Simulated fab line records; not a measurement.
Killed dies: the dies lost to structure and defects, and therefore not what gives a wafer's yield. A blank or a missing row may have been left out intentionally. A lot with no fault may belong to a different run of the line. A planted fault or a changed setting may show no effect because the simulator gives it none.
A struck lot beside a sound one + flow rit cmos + 19 out of 202 route steps
Sound: wafers L256.1, L256.2, L256.6. Wafers struck: L262.3, L262.5, L262.6. The cause is given at the end.
At each step with rows: each side's tool, then ch and its chambers, then its first start. Under that, the readings that differ: sound wafers + struck wafers + difference of the means + sigmas: that difference in standard deviations of wafers without a fault.
alike: readings with means less than 2 such deviations apart, plus words and numbers identical on both sides. not compared: withheld readings, readings lacking a value on some wafer, bounds such as >300 that could conceal the same value, and numbers that have no deviation in the record and whose values overlap.
Wherever a step has rows on one side only, a row that says differs or no value, or a row with sigmas, the two part there. When numbers do not overlap yet have no deviation, they are printed without sigmas and do not part them. A reading missing from all wafers of one side parts the sides only when that side holds two or more wafers.

first, 3 steps without rows for these wafers: RIT_GATE_CLEAN_02 (cleans in dHF, time 30 s); RIT_GATE_CLEAN_03 (cleans in SC2, time 600 s); RIT_GATE_CLEAN_04 (cleans in dHF, time 60 s).
RIT_FOX2_THK_MEAS_91:
  sound: film metro-04 at day 4 18:16; struck: film metro-02 at day 5 22:09
| reading                     | sound       | struck      | difference | sigmas |
|-----------------------------|-------------|-------------|------------|--------|
| FIELD_OXIDE_LEFT_2_THK (nm) | 248 246 247 | 267 271 263 | +20        | +2     |
then, 2 steps without rows for these wafers: RIT_GATE_OXIDATION_05 (target thk 3 nm, ox time 270 s); RIT_GATE_ANNEAL_06 (time 600 s).
RIT_GATE_THK_MEAS_07:
  sound: film metro-01 at day 4 22:26; struck: film metro-02 at day 6 03:22
  alike: GATE_OXIDE_THK
then, 1 step without rows for these wafers: RIT_GATE_CVD_08 (deposits poly-Si from SiH4, target thk 250 nm, time 2220 s).
RIT_GATE_THK_MEAS_09:
  sound: film metro-02 at day 5 00:07; struck: film metro-02 at day 6 05:03
  alike: GATE_POLY_THK
then, 3 steps without rows for these wafers: RIT_GATE_HMDS_10 (prime time 60 s); RIT_GATE_COAT_11 (resist thk 850 nm); RIT_GATE_SOFTBAKE_12 (time 60 s).
RIT_GATE_EXPOSE_13: exposes mask M6, target cd 150 nm.
  sound on iline stepper-02 ch 0, day 5 00:46; struck on iline stepper-01 ch 0, day 6 05:35
| reading                      | sound                   | struck            | difference | sigmas |
|------------------------------|-------------------------|-------------------|------------|--------|
| model.GATE.overlay x nm (nm) | 0.03835 0.03835 0.03835 | 130.4 130.4 130.4 | +130.4     |        |
  alike: mask
then, 2 steps without rows for these wafers: RIT_GATE_PEB_14; RIT_GATE_DEVELOP_15 (develop time 50 s).
RIT_GATE_CD_MEAS_16: target cd 150 nm.
  sound: cd sem-01 at day 5 01:10; struck: cd sem-01 at day 6 05:59
| reading    | sound             | struck            | difference | sigmas |
|------------|-------------------|-------------------|------------|--------|
| cd nm (nm) | 147.8 149.0 147.5 | 151.9 152.7 153.6 | +4.6       | +2     |
RIT_GATE_OVL_MEAS_17:
  sound: overlay-02 at day 5 01:17; struck: overlay-02 at day 6 06:04
| reading       | sound          | struck            | difference | sigmas      |
|---------------|----------------|-------------------|------------|-------------|
| GATE_OVL (nm) | -2.0 -3.1 -2.4 | 128.7 129.3 129.9 | +131.8     | +99 or more |
then, 1 step without rows for these wafers: RIT_GATE_HARDBAKE_18 (time 60 s).
RIT_M1_PROBE_99:
  sound: prober-01 at day 5 23:17; struck: prober-02 at day 7 02:10
| reading                                                 | sound                | struck               | difference | sigmas |
|---------------------------------------------------------|----------------------|----------------------|------------|--------|
| killed at front end                                     | 6 5 7                | 8 12 16              | +6         | +2     |
| killed dies                                             | 6 5 7                | 8 12 16              | +6         | +2     |
| killed open                                             | 2 2 4                | 4 8 10               | +5         | +2     |
| model.etest.pldd.width nm (nm)                          | 3174 3172 3189       | 3102 3105 3121       | -69        |        |
| model.etest.nldd.width nm (nm)                          | 3173 3173 3169       | 3120 3116 3126       | -51        |        |
| model.etest.select edge diode p.leak log10 a (angstrom) | -10.53 -10.39 -10.19 | -8.929 -8.575 -8.487 | +1.706     |        |
| model.etest.select edge diode n.leak log10 a (angstrom) | -9.805 -9.603 -9.601 | -8.458 -7.816 -7.899 | +1.612     |        |
| model.etest.gate end array.leak log10 a um              | -12.91 -12.7 -12.89  | -12.39 -12.29 -12.34 | +0.49      |        |
  alike: killed short

## WHERE THEY PART
Earliest at RIT_FOX2_THK_MEAS_91; latest, in this record, at RIT_M1_PROBE_99.

WHY: what had been put in by the simulator
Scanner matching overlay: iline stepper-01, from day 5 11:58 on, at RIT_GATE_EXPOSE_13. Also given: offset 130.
